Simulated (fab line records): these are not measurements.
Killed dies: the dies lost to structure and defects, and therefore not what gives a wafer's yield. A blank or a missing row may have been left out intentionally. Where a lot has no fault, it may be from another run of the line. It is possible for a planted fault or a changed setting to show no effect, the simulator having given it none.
Code-filled problem report in 8D (eight disciplines) form | flow berkeley cmos170 | the parts of the form that need people (team, actions taken, sign-off) are left out

## 1. WHAT IS WRONG
Wafers without a fault read 21.02 C, standard deviation 0.093; developer temp C at UCB170_M1_DEVELOP_08 reads a mean of 20.09 C on 6 wafers belonging to 2 lots. Measured from the usual mean, that is -10 standard deviations.
The step: develop time 45 s.
Earliest sighting: wafer L527.1 on litho track-03 at day 10 09:00. The record has a number at this step for 42 wafers belonging to 14 lots. Rule for "out" (also "out of limits"): further than 4 standard deviations from the usual mean. Any other wafer with a number is counted as sound.

## 2. WHAT IT IS AND WHAT IT IS NOT
question                    | is                     | is not
which readings at this step | developer temp C       | -
which lots                  | L526, L527             | L514, L515, L516, L517, L519, L524, L528, L530, L532, L533, L535, L536
which wafers of those lots  | all that have a number | -
read on which tools         | litho track-03         | litho track-01, litho track-04
when                        | from day 10 09:00      | up to then (21 sound wafers); but 15 sound wafers of L528, L532, L533, L535, L536 came after

## 3. THE SUSPECTS, EACH WITH WHAT RULES IT OUT
Counting: a tool at any process step up to the reading remains a suspect when it ran all the lots that are out and ran no sound lot after the first of those.
- litho track-03 at UCB170_M1_DEVELOP_08 (develop time 45 s): kept. It ran every lot that is out, first L527 (day 10 09:00), and no sound lot after that; its last sound lot up to then is L515 (day 8 01:00). Out on those wafers are its own readings of developer temp C.
The count leaves litho track-03 at UCB170_M1_DEVELOP_08.

## 4. THE CAUSE (what the simulator had put in)
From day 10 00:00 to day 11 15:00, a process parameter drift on litho track-03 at UCB170_M1_DEVELOP_08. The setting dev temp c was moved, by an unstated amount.
After counting, this tool was the only one left.

## 5. THE EFFECT CHAIN, in route order
Rows list readings where the struck wafers' mean (over those with a number) sits beyond 3 standard deviations from the usual. Readings are gone through only where the record gives a usual standard deviation; hours: the median, over the lots, of the time from a lot's start at the first step in this table giving one to that lot's start at this step; sigmas: the change measured in usual standard deviations.
hours | step                 | reading          | usual   | on struck wafers | change | sigmas
0     | UCB170_M1_DEVELOP_08 | developer temp C | 21.02 C | 20.09            | -0.93  | -10
Process steps it contains:
- UCB170_M1_DEVELOP_08: develop time 45 s.

## 6. HOW IT WOULD HAVE BEEN CAUGHT EARLIER
9 hours passed between the start of the fault at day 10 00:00 and the first reading out of limits in this record, taken at day 10 09:00.
